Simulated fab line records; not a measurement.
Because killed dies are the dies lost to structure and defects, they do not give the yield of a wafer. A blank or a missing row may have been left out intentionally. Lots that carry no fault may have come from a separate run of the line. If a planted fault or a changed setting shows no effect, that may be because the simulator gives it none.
fab line records	flow berkeley-cmos170
[record] lots = 5	wafers = 23
route steps=331 shown NWELL@28 PWELL@48 ACTIVE@68 SACOX@98 PVT@116 PLDD@154 NLDD@167 NSD@188
start-h: start of the lot's first displayed wafer, in hours after the record's first day	wait-h: how many hours have passed since the lot's step before this one	" the same as in the row above	L1.1+2: a single row standing in for several wafers	- no value present, or no start provided	* or withheld: withheld	< > ~ a bound
route shown NAME@n: a module of which the file shows steps, and the number in the route of the first	usual: mean/standard deviation taken from wafers without a fault	same: alike in all rows	chamber/n: place in a boat	sites: readings site by site	_std_site: the standard deviation of these	_edge_site: the outer-site mean with the inner-site mean subtracted	radius-mm: how far each site lies from the wafer's centre	mask NAME#n: copy n	behind: tool/chamber where the wafer was last shaped	hold: reason for holding the lot/hours on hold/outcome of the hold	device: the n, p or np transistor that did not switch	end of line: tests run on the same wafers once the route is complete	a step without rows: its recipe alone	killed: not the wafer's yield, but the dies lost to structure and defects at the first sort	map: the dies of a wafer, with x for killed, . for not killed, _ for no die there
set.NAME: the setting that was run; set.NAME@STEP: the one run at that earlier step	model.NAME: the simulator's own value behind a step, which no gauge read
lots run with intentionally changed settings; tables by step, rows by wafer
[[steps]]
[step UCB170_NWELL_IMPLANT_14]
[recipe] species = P	dose-cm2 = 1e+13	energy-kev = 150	tilt-deg = 7
lot.wafer	tool	chamber	start-h	wait-h	set.energy-kev	model.implant.rp-nm	model.implant.drp-nm
L074.1+2+3+5+6	implanter-01	0	26.30	0.1	150	181.1	62.72
L076.1+3+4	implanter-01	0	35.41	0.1	150	185.6	62.72
L081.1+5+6	implanter-01	0	60.61	0.1	150	189.7	62.72
L081.2+3	"	0	"	"	158.2	200.5	65.27
L083.1+3	implanter-03	0	74.21	0.1	156.8	189.7	64.84
L083.4+5+6	"	0	"	"	150	181.2	62.72
L084.1+4+5	implanter-04	0	82.52	0.1	158.8	197.1	65.45
L084.2+6	"	0	"	"	150	185.7	62.72
[step UCB170_PWELL_ETCH_14]
[recipe] chemistry = CH3F/Ar/O2	target = Si3N4	stop-on = SiO2	CH3F_flow_sccm = 20	Ar_flow_sccm = 50	O2_flow_sccm = 7	pressure-mtorr = 50	rf-w = 450	target-depth-a = 2420	over-etch-frac = 0.1	time-s = 151
lot.wafer	tool	chamber	start-h	wait-h	set.rf-w	model.KrF_of_PWELL_COAT_08.thk-nm
L074.1	rie-diel-02	0	40.55	0.0	450	718.1
L074.2	"	3	"	"	450	722.1
L074.3	"	1	"	"	404.6	730.8
L074.5	"	2	"	"	404.6	729.9
L074.6	"	1	"	"	450	722
L076.1	rie-diel-01	3	49.54	0.0	450	724.3
L076.3	"	0	"	"	450	721.2
L076.4	"	2	"	"	450	721.9
L081.1	rie-diel-01	1	80.19	0.0	450	726.8
L081.2	"	0	"	"	450	723.6
L081.3	"	3	"	"	450	726.6
L081.5	"	3	"	"	450	727
L081.6	"	0	"	"	450	723.7
L083.1+5	rie-diel-04	2	90.89	0.0	450	722.3
L083.3	"	1	"	"	450	725.7
L083.4	"	3	"	"	450	720.5
L083.6	"	1	"	"	450	724.6
L084.1	rie-diel-02	1	100.88	0.0	490.3	716.5
L084.2	"	0	"	"	450	727.1
L084.4	"	3	"	"	450	725.1
L084.5	"	1	"	"	490.3	715.8
L084.6	"	0	"	"	490.3	715.3
[step UCB170_PWELL_IMPLANT_15]
[recipe] species = B	dose-cm2 = 5e+12	energy-kev = 60	tilt-deg = 7
lot.wafer	tool	chamber	start-h	wait-h	set.energy-kev
L074.1+2+3+5+6	implanter-03	0	40.65	0.1	60
L076.1+3+4	implanter-02	0	49.64	0.1	60
L081.1+3+6	implanter-01	0	80.29	0.1	61.58
L081.2+5	"	0	"	"	60
L083.1+3+4+5+6	implanter-03	0	90.99	0.1	60
L084.1+2+4+5+6	implanter-02	0	100.98	0.1	60
[step UCB170_PWELL_STRIP_16]
[recipe] chemistry = O2	power-w = 400	pressure-mtorr = 3500	platen-temp-c = withheld	o2-flow-sccm = 400	overash-fraction = 0.5311
[usual] strip-time-to-endpoint-s = 18.06/0.062
lot.wafer	tool	chamber	start-h	wait-h	set.rf-w@PWELL_ETCH_14	strip-time-to-endpoint-s
L074.1	plasma-asher-02	1	40.80	0.1	450	17.92
L074.2	"	0	"	"	450	18.04
L074.3	"	0	"	"	404.6	18.25
L074.5	"	1	"	"	404.6	18.23
L074.6	"	0	"	"	450	18.04
L076.1	plasma-asher-04	1	49.79	0.1	450	18.09
L076.3	"	0	"	"	450	18.01
L076.4	"	1	"	"	450	18.03
L081.1	plasma-asher-01	0	80.44	0.1	450	18.15
L081.2	"	1	"	"	450	18.07
L081.3	"	0	"	"	450	18.15
L081.5	"	1	"	"	450	18.15
L081.6	"	0	"	"	450	18.07
L083.1	plasma-asher-02	0	91.14	0.1	450	18.03
L083.3	"	1	"	"	450	18.12
L083.4	"	0	"	"	450	17.98
L083.5	"	0	"	"	450	18.02
L083.6	"	1	"	"	450	18.10
L084.1	plasma-asher-02	1	101.13	0.1	490.3	17.89
L084.2	"	0	"	"	450	18.15
L084.4	"	1	"	"	450	18.09
L084.5	"	1	"	"	490.3	17.88
L084.6	"	0	"	"	490.3	17.87
[step UCB170_ACTIVE_COAT_08]
[recipe] resist = KrF	spin-rpm = 1500	resist-thk-nm = 900
lot.wafer	tool	chamber	start-h	wait-h	set.resist-thk-nm	model.KrF_of_ACTIVE_COAT_08.thk-nm
L074.1	litho-track-03	0	64.71	0.1	900	902.6
L074.2	"	0	"	"	869.6	873.6
L074.3	"	0	"	"	869.6	870.5
L074.5	"	0	"	"	900	904
L074.6	"	0	"	"	900	904.1
L076.1	litho-track-03	0	75.69	0.1	900	902.8
L076.3	"	0	"	"	900	902.9
L076.4	"	0	"	"	900	903
L081.1	litho-track-02	0	108.53	0.1	900	902.3
L081.2	"	0	"	"	900	900.9
L081.3	"	0	"	"	900	901
L081.5	"	0	"	"	856.6	858.1
L081.6	"	0	"	"	856.6	856.3
L083.1	litho-track-02	0	120.79	0.1	849.8	851.7
L083.3	"	0	"	"	900	899.8
L083.4	"	0	"	"	900	899.5
L083.5	"	0	"	"	849.8	849.5
L083.6	"	0	"	"	849.8	850.3
L084.1	litho-track-03	0	127.61	0.1	900	902.4
L084.2	"	0	"	"	900	901.7
L084.4	"	0	"	"	900	900.3
L084.5+6	"	0	"	"	900	903.5
[step UCB170_ACTIVE_SOFTBAKE_09]
[recipe] resist = KrF	temp-c = 130	time-s = 60
lot.wafer	tool	chamber	start-h	wait-h	set.time-s
L074.1+6	litho-track-03	0	64.86	0.1	60
L074.2+3+5	"	0	"	"	55.26
L076.1+3+4	litho-track-03	0	75.84	0.1	60
L081.1+2+6	litho-track-02	0	108.68	0.1	63.29
L081.3+5	"	0	"	"	60
L083.1+4+6	litho-track-02	0	120.94	0.1	62.66
L083.3+5	"	0	"	"	60
L084.1+2+4+5+6	litho-track-03	0	127.76	0.1	60
[step UCB170_ACTIVE_EXPOSE_10]
[recipe] mask-id = ACTIVE	target-cd-nm = 1200	na = 0.5	sigma-outer = 0.6	source-shape = conventional	dose-mj = 20
[step UCB170_ACTIVE_PEB_11]
[recipe] peb-temp-c = 130	peb-time-s = withheld	resist = KrF
[step UCB170_ACTIVE_ETCH_15]
[recipe] chemistry = CH3F/Ar/O2	target = Si3N4	stop-on = SiO2	CH3F_flow_sccm = 20	Ar_flow_sccm = 50	O2_flow_sccm = 7	pressure-mtorr = 50	rf-w = 450	target-depth-a = 2420	over-etch-frac = 0.1	time-s = 151
lot.wafer	tool	chamber	start-h	wait-h	set.resist-thk-nm@ACTIVE_COAT_08	model.KrF_of_ACTIVE_COAT_08.thk-nm
L074.1	rie-diel-04	1	65.69	0.0	900	730
L074.2	"	2	"	"	869.6	699.1
L074.3	"	0	"	"	869.6	695.5
L074.5	"	1	"	"	900	730.6
L074.6	"	2	"	"	900	729.1
L076.1	rie-diel-04	1	76.90	0.0	900	730.1
L076.3	"	2	"	"	900	727.3
L076.4	"	0	"	"	900	726.3
L081.1	rie-diel-01	2	109.65	0.0	900	723.6
L081.2	"	3	"	"	900	724.8
L081.3	"	1	"	"	900	724
L081.5	"	2	"	"	856.6	678.7
L081.6	"	1	"	"	856.6	680.1
L083.1	rie-diel-01	3	122.03	0.0	849.8	674.6
L083.3	"	0	"	"	900	722.5
L083.4	"	2	"	"	900	721.2
L083.5	"	1	"	"	849.8	672.2
L083.6	"	2	"	"	849.8	669.8
L084.1	rie-diel-01	0	128.46	0.0	900	724.8
L084.2	"	2	"	"	900	724
L084.4	"	1	"	"	900	722.3
L084.5	"	0	"	"	900	726.6
L084.6	"	1	"	"	900	726.9
[step UCB170_ACTIVE_STRIP_16]
[recipe] chemistry = O2	power-w = 387.9	pressure-mtorr = 3500	platen-temp-c = withheld	o2-flow-sccm = 400	overash-fraction = 0.5
[usual] strip-time-to-endpoint-s = 18.52/0.072
lot.wafer	tool	chamber	start-h	wait-h	set.resist-thk-nm@ACTIVE_COAT_08	strip-time-to-endpoint-s
L074.1	plasma-asher-03	1	65.79	0.1	900	18.64
L074.2	"	0	"	"	869.6	17.89
L074.3	"	0	"	"	869.6	17.80
L074.5	"	1	"	"	900	18.64
L074.6	"	0	"	"	900	18.62
L076.1	plasma-asher-04	1	77.00	0.1	900	18.65
L076.3	"	0	"	"	900	18.58
L076.4	"	1	"	"	900	18.55
L081.1	plasma-asher-04	1	109.86	0.2	900	18.50
L081.2	"	0	"	"	900	18.51
L081.3	"	0	"	"	900	18.48
L081.5	"	0	"	"	856.6	17.38
L081.6	"	1	"	"	856.6	17.41
L083.1	plasma-asher-01	1	122.13	0.1	849.8	17.27
L083.3	"	1	"	"	900	18.45
L083.4	"	0	"	"	900	18.42
L083.5	"	1	"	"	849.8	17.23
L083.6	"	0	"	"	849.8	17.16
L084.1	plasma-asher-03	1	128.56	0.1	900	18.52
L084.2	"	0	"	"	900	18.49
L084.4	"	0	"	"	900	18.45
L084.5	"	1	"	"	900	18.55
L084.6	"	0	"	"	900	18.57
[step UCB170_SACOX_OXIDATION_01]
[recipe] temp-c = 900	ambient = O2	target-thk-a = 144	ox-time-s = 2400
lot.wafer	tool	chamber	start-h	wait-h	set.ox-time-s	model.SiO2_of_SACOX_OXIDATION_01.thk-nm
L074.1	-	-	-	3.3	2539	15.09
L074.2	"	-	"	"	2539	15.15
L074.3	"	-	"	"	2539	15.13
L074.5	"	-	"	"	2539	15.18
L074.6	"	-	"	"	2539	14.99
L076.1	furnace-01	0	96.81	1.9	2400	14.19
L076.3	"	0	"	"	2400	14.13
L076.4	"	0	"	"	2400	14.22
L081.1	-	-	-	1.4	2110	13.87
L081.2	"	-	"	"	2110	13.7
L081.3	"	-	"	"	2110	13.99
L081.5	"	-	"	"	2110	13.9
L081.6	"	-	"	"	2110	13.75
L083.1	-	-	-	4.6	2680	15.62
L083.3+6	"	-	"	"	2680	15.7
L083.4	"	-	"	"	2680	15.46
L083.5	"	-	"	"	2680	15.8
L084.1	-	-	-	4.8	2703	15.93
L084.2	"	-	"	"	2703	15.89
L084.4	"	-	"	"	2703	15.7
L084.5	"	-	"	"	2703	15.85
L084.6	"	-	"	"	2703	15.87
[step UCB170_SACOX_THK_MEAS_02]
[recipe] reads = SiO2_of_SACOX_OXIDATION_01
[usual] SACOX_OXIDE_THK = 14.60/0.27
lot.wafer	tool	chamber	start-h	wait-h	set.ox-time-s@SACOX_OXIDATION_01	SACOX_OXIDE_THK[nm]
L074.1	film-metro-04	-	-	-	2539	15.12
L074.2	"	-	"	"	2539	15.14
L074.3	"	-	"	"	2539	15.15
L074.5	"	-	"	"	2539	15.18
L074.6	"	-	"	"	2539	14.99
L076.1	film-metro-02	-	98.48	0.0	2400	14.19
L076.3	"	-	"	"	2400	14.12
L076.4	"	-	"	"	2400	14.23
L081.1	film-metro-02	-	-	-	2110	13.85
L081.2	"	-	"	"	2110	13.71
L081.3	"	-	"	"	2110	13.96
L081.5	"	-	"	"	2110	13.87
L081.6	"	-	"	"	2110	13.74
L083.1	film-metro-01	-	-	-	2680	15.61
L083.3	"	-	"	"	2680	15.65
L083.4	"	-	"	"	2680	15.42
L083.5	"	-	"	"	2680	15.80
L083.6	"	-	"	"	2680	15.74
L084.1	film-metro-01	-	-	-	2703	15.90
L084.2	"	-	"	"	2703	15.86
L084.4	"	-	"	"	2703	15.69
L084.5	"	-	"	"	2703	15.78
L084.6	"	-	"	"	2703	15.88
[step UCB170_PVT_COAT_01]
[recipe] resist = KrF	spin-rpm = 1500	resist-thk-nm = 900
lot.wafer	tool	chamber	start-h	wait-h	set.resist-thk-nm	model.KrF_of_PVT_COAT_01.thk-nm
L074.1	litho-track-02	0	94.85	0.1	900	901.3
L074.2	"	0	"	"	900	900.4
L074.3	"	0	"	"	900	899.6
L074.5	"	0	"	"	900	900.1
L074.6	"	0	"	"	900	902.2
L076.1	litho-track-04	0	111.76	0.1	900	898.5
L076.3	"	0	"	"	900	900.9
L076.4	"	0	"	"	900	903.4
L081.1	litho-track-02	0	141.22	0.1	900	904.3
L081.2	"	0	"	"	875.2	880.2
L081.3	"	0	"	"	875.2	879.1
L081.5	"	0	"	"	875.2	879.5
L081.6	"	0	"	"	900	906.3
L083.1	litho-track-03	0	157.00	0.1	900	901
L083.3	"	0	"	"	934.6	939
L083.4	"	0	"	"	934.6	936.7
L083.5	"	0	"	"	900	903.3
L083.6	"	0	"	"	934.6	938.3
L084.1	litho-track-03	0	160.46	0.1	924.9	928
L084.2	"	0	"	"	900	907
L084.4	"	0	"	"	900	907.5
L084.5	"	0	"	"	900	904
L084.6	"	0	"	"	924.9	930.3
[step UCB170_PVT_DEVELOP_05]
[recipe] developer = TMAH	develop-time-s = 45	resist = KrF	dev-temp-c = 21
lot.wafer	tool	chamber	start-h	wait-h	set.dev-temp-c
L074.1+3	litho-track-03	0	-	-	21
L074.2+5+6	"	0	"	"	22.41
L076.1+3+4	litho-track-03	0	-	-	21
L081.1+2+3+5+6	litho-track-03	0	-	-	21
L083.1+4	litho-track-03	0	-	-	21
L083.3+5+6	"	0	"	"	24.04
L084.1+2+5	litho-track-04	0	-	-	18.79
L084.4+6	"	0	"	"	21
[step UCB170_PVT_IMPLANT_07]
[recipe] species = P	dose-cm2 = 2e+12	energy-kev = 30	tilt-deg = 7
[step UCB170_PVT_STRIP_08]
[recipe] chemistry = O2	power-w = 400	pressure-mtorr = 3500	platen-temp-c = withheld	o2-flow-sccm = 400	overash-fraction = 0.5
[usual] strip-time-to-endpoint-s = 21.67/0.078
lot.wafer	tool	chamber	start-h	wait-h	set.resist-thk-nm@PVT_COAT_01	strip-time-to-endpoint-s
L074.1	plasma-asher-04	0	95.96	0.1	900	21.68
L074.2	"	1	"	"	900	21.65
L074.3	"	1	"	"	900	21.61
L074.5	"	0	"	"	900	21.62
L074.6	"	1	"	"	900	21.67
L076.1	plasma-asher-04	0	113.03	0.1	900	21.59
L076.3	"	0	"	"	900	21.65
L076.4	"	1	"	"	900	21.71
L081.1	plasma-asher-01	1	142.36	0.1	900	21.75
L081.2	"	0	"	"	875.2	21.15
L081.3	"	1	"	"	875.2	21.13
L081.5	"	1	"	"	875.2	21.13
L081.6	"	0	"	"	900	21.78
L083.1	plasma-asher-01	1	157.87	0.1	900	21.66
L083.3	"	1	"	"	934.6	22.56
L083.4	"	0	"	"	934.6	22.50
L083.5	"	1	"	"	900	21.70
L083.6	"	0	"	"	934.6	22.53
L084.1	plasma-asher-02	0	161.70	0.1	924.9	22.31
L084.2	"	1	"	"	900	21.77
L084.4	"	0	"	"	900	21.82
L084.5	"	1	"	"	900	21.74
L084.6	"	0	"	"	924.9	22.37
[step UCB170_PLDD_IMPLANT_09]
[recipe] species = BF2	dose-cm2 = 5e+13	energy-kev = 10	tilt-deg = 7	rotation-deg = 180
lot.wafer	tool	chamber	start-h	wait-h	set.dose-cm2
L074.1+2+3	implanter-03	0	112.08	0.1	5e+13
L074.5+6	"	0	"	"	5.298e+13
L076.1+3+4	implanter-03	0	127.86	0.1	5e+13
L081.1+3+5	implanter-01	0	159.17	0.1	4.742e+13
L081.2+6	"	0	"	"	5e+13
L083.1+3+4	implanter-02	0	171.55	0.1	4.714e+13
L083.5+6	"	0	"	"	5e+13
L084.1+2+4+5+6	implanter-01	0	177.19	0.1	5e+13
[step UCB170_NLDD_IMPLANT_09]
[recipe] species = As	dose-cm2 = 5e+13	energy-kev = 30	tilt-deg = 7	rotation-deg = 180
lot.wafer	tool	chamber	start-h	wait-h	set.dose-cm2
L074.1+2+5	implanter-02	0	114.05	0.1	5.271e+13
L074.3+6	"	0	"	"	5e+13
L076.1+3+4	implanter-04	0	129.49	0.1	5e+13
L081.1+5	implanter-02	0	161.07	0.1	5e+13
L081.2+3+6	"	0	"	"	4.632e+13
L083.1+6	implanter-01	0	173.20	0.1	5e+13
L083.3+4+5	"	0	"	"	4.823e+13
L084.1+2+4+5+6	implanter-01	0	178.82	0.1	5e+13
[step UCB170_NSD_COAT_01]
[recipe] resist = KrF	spin-rpm = 1500	resist-thk-nm = 900
lot.wafer	tool	chamber	start-h	wait-h	set.resist-thk-nm	model.KrF_of_NSD_COAT_01.thk-nm
L074.1	litho-track-01	0	123.92	0.1	923.8	925.5
L074.2	"	0	"	"	900	898.9
L074.3	"	0	"	"	900	900.9
L074.5	"	0	"	"	923.8	924.5
L074.6	"	0	"	"	923.8	927.7
L076.1	litho-track-03	0	135.48	0.1	900	901.9
L076.3	"	0	"	"	900	902.9
L076.4	"	0	"	"	900	900.8
L081.1	litho-track-02	0	167.32	0.1	900	899.6
L081.2	"	0	"	"	900	902.4
L081.3	"	0	"	"	856.4	858.2
L081.5	"	0	"	"	900	904
L081.6	"	0	"	"	856.4	856.4
L083.1	litho-track-03	0	180.01	0.1	940.5	943.4
L083.3	"	0	"	"	900	900.7
L083.4	"	0	"	"	900	899.8
L083.5	"	0	"	"	940.5	940.1
L083.6	"	0	"	"	940.5	939.6
L084.1	litho-track-03	0	185.76	0.1	900	904.2
L084.2	"	0	"	"	900	903.6
L084.4	"	0	"	"	900	905.3
L084.5	"	0	"	"	900	900.7
L084.6	"	0	"	"	900	900.4
[step UCB170_NSD_IMPLANT_08]
[recipe] species = P	dose-cm2 = 3e+15	energy-kev = 40	tilt-deg = 7
lot.wafer	tool	chamber	start-h	wait-h	set.tilt-deg
L074.1+2+6	implanter-04	0	125.02	0.0	6.301
L074.3+5	"	0	"	"	7
L076.1+3+4	implanter-03	0	136.33	0.0	7
L081.1+2+3+5+6	implanter-03	0	168.41	0.0	7
L083.1+5	implanter-04	0	180.85	0.0	7.84
L083.3+4+6	"	0	"	"	7
L084.1+2+4+5+6	implanter-03	0	187.15	0.0	7
[step UCB170_NSD_STRIP_09]
[recipe] chemistry = O2	power-w = 400	pressure-mtorr = 3500	platen-temp-c = withheld	o2-flow-sccm = 400	overash-fraction = 0.5
[usual] strip-time-to-endpoint-s = 35.85/0.088
lot.wafer	tool	chamber	start-h	wait-h	set.resist-thk-nm@NSD_COAT_01	strip-time-to-endpoint-s
L074.1	plasma-asher-04	1	125.17	0.1	923.8	36.37
L074.2	"	0	"	"	900	35.73
L074.3	"	1	"	"	900	35.76
L074.5	"	1	"	"	923.8	36.33
L074.6	"	0	"	"	923.8	36.43
L076.1	plasma-asher-03	0	136.48	0.1	900	35.85
L076.3	"	1	"	"	900	35.83
L076.4	"	0	"	"	900	35.89
L081.1	plasma-asher-04	0	168.56	0.1	900	35.82
L081.2	"	1	"	"	900	35.87
L081.3	"	0	"	"	856.4	34.80
L081.5	"	1	"	"	900	35.92
L081.6	"	0	"	"	856.4	34.74
L083.1	plasma-asher-01	1	181.00	0.1	940.5	36.88
L083.3	"	1	"	"	900	35.80
L083.4	"	0	"	"	900	35.77
L083.5	"	0	"	"	940.5	36.77
L083.6	"	1	"	"	940.5	36.74
L084.1	plasma-asher-01	0	187.30	0.1	900	35.96
L084.2	"	1	"	"	900	35.96
L084.4	"	1	"	"	900	35.96
L084.5	"	1	"	"	900	35.85
L084.6	"	0	"	"	900	35.86
[step UCB170_NSD_CLEAN_11]
[recipe] chemistry = SPM	temp-c = 120	time-s = 600
[step UCB170_SDANNEAL_RS_MEAS_04]
[recipe] thk-meas-gauge = four-point-probe
[usual] PLDD_RS = 1030.7/2.9
lot.wafer	tool	chamber	start-h	wait-h	set.dose-cm2@PLDD_IMPLANT_09	PLDD_RS[ohm/sq]
L074.1	film-metro-02	-	127.13	0.1	5e+13	1027.4
L074.2	"	-	"	"	5e+13	1025.9
L074.3	"	-	"	"	5e+13	1026.5
L074.5	"	-	"	"	5.298e+13	1001.8
L074.6	"	-	"	"	5.298e+13	1002.8
L076.1	film-metro-04	-	138.07	0.1	5e+13	1030.5
L076.3	"	-	"	"	5e+13	1035.8
L076.4	"	-	"	"	5e+13	1036.1
L081.1	film-metro-02	-	170.07	0.1	4.742e+13	1048.7
L081.2	"	-	"	"	5e+13	1028.6
L081.3	"	-	"	"	4.742e+13	1047.4
L081.5	"	-	"	"	4.742e+13	1050.1
L081.6	"	-	"	"	5e+13	1025.9
L083.1	film-metro-04	-	182.43	0.1	4.714e+13	1054.9
L083.3	"	-	"	"	4.714e+13	1053.5
L083.4	"	-	"	"	4.714e+13	1054.2
L083.5	"	-	"	"	5e+13	1029.4
L083.6	"	-	"	"	5e+13	1034.1
L084.1	film-metro-03	-	189.17	0.1	5e+13	1028.6
L084.2	"	-	"	"	5e+13	1029.9
L084.4	"	-	"	"	5e+13	1031.5
L084.5	"	-	"	"	5e+13	1032.9
L084.6	"	-	"	"	5e+13	1031.3
[step UCB170_SDANNEAL_RS_MEAS_05]
[recipe] thk-meas-gauge = four-point-probe
[usual] NLDD_RS = 616.5/1.5
lot.wafer	tool	chamber	start-h	wait-h	set.dose-cm2@NLDD_IMPLANT_09	NLDD_RS[ohm/sq]
L074.1	film-metro-02	-	127.25	0.1	5.271e+13	603.1
L074.2	"	-	"	"	5.271e+13	603.9
L074.3	"	-	"	"	5e+13	616.9
L074.5	"	-	"	"	5.271e+13	604.9
L074.6	"	-	"	"	5e+13	614.9
L076.1	film-metro-04	-	138.19	0.1	5e+13	616.7
L076.3	"	-	"	"	5e+13	618.8
L076.4	"	-	"	"	5e+13	618.6
L081.1	film-metro-02	-	170.19	0.1	5e+13	613.6
L081.2	"	-	"	"	4.632e+13	631.5
L081.3	"	-	"	"	4.632e+13	630.2
L081.5	"	-	"	"	5e+13	614.9
L081.6	"	-	"	"	4.632e+13	630.6
L083.1	film-metro-04	-	182.55	0.1	5e+13	617.3
L083.3	"	-	"	"	4.823e+13	622.9
L083.4	"	-	"	"	4.823e+13	623.2
L083.5	"	-	"	"	4.823e+13	624.6
L083.6	"	-	"	"	5e+13	617.7
L084.1	film-metro-03	-	189.29	0.1	5e+13	619.7
L084.2	"	-	"	"	5e+13	618.6
L084.4	"	-	"	"	5e+13	619.2
L084.5	"	-	"	"	5e+13	617.2
L084.6	"	-	"	"	5e+13	618.0
[[key]]
[split] step = UCB170_NWELL_IMPLANT_14	setting = energy-kev	stated = 150	by = wafer
[response] step = UCB170_NWELL_IMPLANT_14	reading = model.implant.rp-nm	change = +1.94	per = 1%	r = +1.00
[response] step = UCB170_NWELL_IMPLANT_14	reading = model.implant.drp-nm	change = +0.466	per = 1%	r = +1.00
[split] step = UCB170_PWELL_ETCH_14	setting = rf-w	stated = 450	by = wafer
[response] step = UCB170_PWELL_ETCH_14	reading = model.KrF_of_PWELL_COAT_08.thk-nm	change = -1.04	per = 1%	r = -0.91
[response] step = UCB170_PWELL_STRIP_16	reading = strip-time-to-endpoint-s	change = *	per = 1%	r = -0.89
[split] step = UCB170_PWELL_IMPLANT_15	setting = energy-kev	stated = 60	by = wafer
response none clear
[split] step = UCB170_ACTIVE_COAT_08	setting = resist-thk-nm	stated = 900	by = wafer
[response] step = UCB170_ACTIVE_COAT_08	reading = model.KrF_of_ACTIVE_COAT_08.thk-nm	change = +9.03	per = 1%	r = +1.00
[response] step = UCB170_ACTIVE_ETCH_15	reading = model.KrF_of_ACTIVE_COAT_08.thk-nm	change = +9.17	per = 1%	r = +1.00
[response] step = UCB170_ACTIVE_STRIP_16	reading = strip-time-to-endpoint-s	change = *	per = 1%	r = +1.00
[split] step = UCB170_ACTIVE_SOFTBAKE_09	setting = time-s	stated = 60	by = wafer
response none clear
[split] step = UCB170_SACOX_OXIDATION_01	setting = ox-time-s	stated = 2400	by = lot
[response] step = UCB170_SACOX_OXIDATION_01	reading = model.SiO2_of_SACOX_OXIDATION_01.thk-nm	change = +0.0819	per = 1%	r = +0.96
[response] step = UCB170_SACOX_THK_MEAS_02	reading = SACOX_OXIDE_THK	change = +0.0817	per = 1%	r = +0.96
[split] step = UCB170_PVT_COAT_01	setting = resist-thk-nm	stated = 900	by = wafer
[response] step = UCB170_PVT_COAT_01	reading = model.KrF_of_PVT_COAT_01.thk-nm	change = +9.06	per = 1%	r = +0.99
[response] step = UCB170_PVT_STRIP_08	reading = strip-time-to-endpoint-s	change = *	per = 1%	r = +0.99
[split] step = UCB170_PVT_DEVELOP_05	setting = dev-temp-c	stated = 21	by = wafer
response none clear
[split] step = UCB170_PLDD_IMPLANT_09	setting = dose-cm2	stated = 5e+13	by = wafer
[response] step = UCB170_SDANNEAL_RS_MEAS_04	reading = PLDD_RS	change = -4.05	per = 1%	r = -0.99
[split] step = UCB170_NLDD_IMPLANT_09	setting = dose-cm2	stated = 5e+13	by = wafer
[response] step = UCB170_SDANNEAL_RS_MEAS_05	reading = NLDD_RS	change = -2.17	per = 1%	r = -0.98
[split] step = UCB170_NSD_COAT_01	setting = resist-thk-nm	stated = 900	by = wafer
[response] step = UCB170_NSD_COAT_01	reading = model.KrF_of_NSD_COAT_01.thk-nm	change = +9.24	per = 1%	r = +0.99
[response] step = UCB170_NSD_STRIP_09	reading = strip-time-to-endpoint-s	change = *	per = 1%	r = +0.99
[split] step = UCB170_NSD_IMPLANT_08	setting = tilt-deg	stated = 7	by = wafer
response none clear
